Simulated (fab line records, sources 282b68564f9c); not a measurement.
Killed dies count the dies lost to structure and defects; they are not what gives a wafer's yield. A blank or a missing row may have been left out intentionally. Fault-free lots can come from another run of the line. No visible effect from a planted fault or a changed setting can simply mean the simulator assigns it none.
Struck lot and sound lot, side by side :: flow rit-cmos :: 19 steps out of a route of 202
Sound: these wafers, L363.1, L363.3, L363.5. Wafers struck: L381.1, L381.4, L381.6. The cause comes at the end.
Order at every step that has rows: each side's tool, ch and its chambers, its first start. Under that, the readings that differ: sound wafers :: struck wafers :: difference of the means :: sigmas: that difference in standard deviations of wafers without a fault.
alike: readings whose means differ by less than 2 such deviations, and words and numbers that are the same on both sides. not compared: withheld readings, readings that some wafer has no value for, bounds like >300 that may hide the same value, and numbers for which the record gives no deviation and whose values overlap.
A row with sigmas, a row that says differs or no value, or rows on one side alone: a step with any of these is where the two part. Numbers that don't overlap but have no deviation are shown without sigmas and don't part them. Lack of a reading on every wafer of one side parts them only where that side has two or more wafers.

first, 1 step without rows for these wafers: RIT_CONTACT_HARDBAKE_10 (time 60 s).
RIT_CONTACT_ETCH_11: etches SiO2 in CHF3/CF4/Ar, stops on TiSi2, target depth 480 nm, time 320 s.
  sound on rie-diel-02 ch 1,2, day 3 22:54; struck on rie-diel-04 ch 1,2,3, day 7 15:25
  alike: O2_flow_sccm, drypump-motor-current-A, oes-product-au, throttle-valve-pct
  not compared: rf-hours-counter-h
RIT_CONTACT_STRIP_12: strips in O2, time 180 s.
  sound on plasma-asher-02 ch 0,1, day 3 23:05; struck on plasma-asher-01 ch 0, day 7 15:37
  alike: drypump-motor-current-A
  not compared: rf-hours-counter-h
RIT_CONTACT_CD_MEAS_90: the cd target is 1000 nm.
  sound: cd-sem-01 at day 3 23:16; struck: cd-sem-02 at day 7 15:47
  alike: cd-nm
then, 2 steps without rows for these wafers: RIT_CONTACT_CLEAN_13 (cleans in SC1, time 600 s); RIT_CONTACT_CLEAN_14 (cleans in SC2, time 600 s).
RIT_M1_SPUTTER_00: material Al, target thk 400 nm, time 500 s.
  sound: pvd-sputter-01 at day 3 23:44; struck: pvd-sputter-02 at day 7 16:16
  alike: throttle-valve-pct
RIT_M1_RS_MEAS_01: measurement is done with a four-point probe.
  sound: film-metro-03 at day 4 00:02; struck: film-metro-02 at day 7 16:34
  alike: M1_AL_RS
RIT_M1_THK_MEAS_02: measures by xrf.
  sound: film-metro-03 at day 4 00:09; struck: film-metro-02 at day 7 16:41
  alike: M1_AL_THK
then, 3 steps without rows for these wafers: RIT_M1_HMDS_03 (prime time 60 s); RIT_M1_COAT_04 (resist thk 1300 nm); RIT_M1_SOFTBAKE_05 (time 60 s).
RIT_M1_EXPOSE_06: exposes mask M12, target cd 2600 nm.
  sound on iline-stepper-02 ch 0, day 4 00:47; struck on iline-stepper-01 ch 0, day 7 17:19
reading: model.M1.overlay-x-nm (nm)
sound: 0.1481 0.1481 0.1481
struck: 240.4 240.4 240.4
difference: +240.3
sigmas: 
  alike: mask
then, 2 steps without rows for these wafers: RIT_M1_PEB_07; RIT_M1_DEVELOP_08 (develop time 68 s).
RIT_M1_CD_MEAS_09: the cd target is 2600 nm.
  sound: cd-sem-01 at day 4 01:13; struck: cd-sem-01 at day 7 17:45
reading: cd-nm (nm)
sound: 2604.0 2603.4 2601.3
struck: 2598.3 2598.3 2599.6
difference: -4.2
sigmas: -3
RIT_M1_OVL_MEAS_10:
  sound: overlay-01 at day 4 01:20; struck: overlay-02 at day 7 17:52
reading: M1_OVL (nm)
sound: -3.0 -0.2 -1.8
struck: 238.9 237.3 237.9
difference: +239.7
sigmas: +99 or more
then, 1 step without rows for these wafers: RIT_M1_HARDBAKE_11 (time 120 s).
RIT_M1_PROBE_99:
  sound: prober-02 at day 4 03:53; struck: prober-02 at day 7 20:25
reading: model.etest.nmos_0p15.junction-log10-a-um
sound: -13.55 -13.62 -13.56
struck: -12.18 -12.18 -12.16
difference: +1.40
sigmas: 

reading: model.etest.nmos-narrow.off-log10-a-um
sound: -13.23 -13.16 -13.28
struck: -12.17 -12.17 -12.14
difference: +1.06
sigmas: 

reading: model.etest.gate-end-array.leak-log10-a-um
sound: -12.87 -12.73 -12.73
struck: -12.07 -11.92 -11.81
difference: +0.84
sigmas: 

reading: model.etest.nmos_0p3.off-log10-a-um
sound: -13 -13.02 -12.92
struck: -12.16 -12.16 -12.13
difference: +0.83
sigmas: 

reading: model.etest.pmos_0p15.junction-log10-a-um
sound: -13.91 -13.71 -13.72
struck: -13.12 -13.08 -13.1
difference: +0.68
sigmas: 

reading: model.etest.contact-diode-array.leak-log10-a (angstrom)
sound: -9.44 -9.492 -9.429
struck: -8.709 -8.613 -8.6
difference: +0.813
sigmas: 

reading: model.etest.pmos_0p3.off-log10-a-um
sound: -12.88 -12.78 -12.97
struck: -12.7 -12.63 -12.56
difference: +0.2
sigmas: 

reading: model.etest.contact-npoly.rc-ohm
sound: 1.39 1.422 1.411
struck: 1.444 1.424 1.423
difference: +0.023
sigmas: 
  alike: defect-limited-yield, killed-at-contacts, killed-at-front-end, killed-dies, killed-open, killed-short, sort_bin_3_pad_short, sort_bin_5_function, sort_bin_6_memory, sort-n-pass, sort-yield-pct

## WHERE THEY PART
Last at RIT_M1_OVL_MEAS_10 as far as this record goes, first at RIT_M1_CD_MEAS_09. Later steps at which nothing parts them and some readings are alike: RIT_M1_PROBE_99.

WHY: the cause the simulator had injected
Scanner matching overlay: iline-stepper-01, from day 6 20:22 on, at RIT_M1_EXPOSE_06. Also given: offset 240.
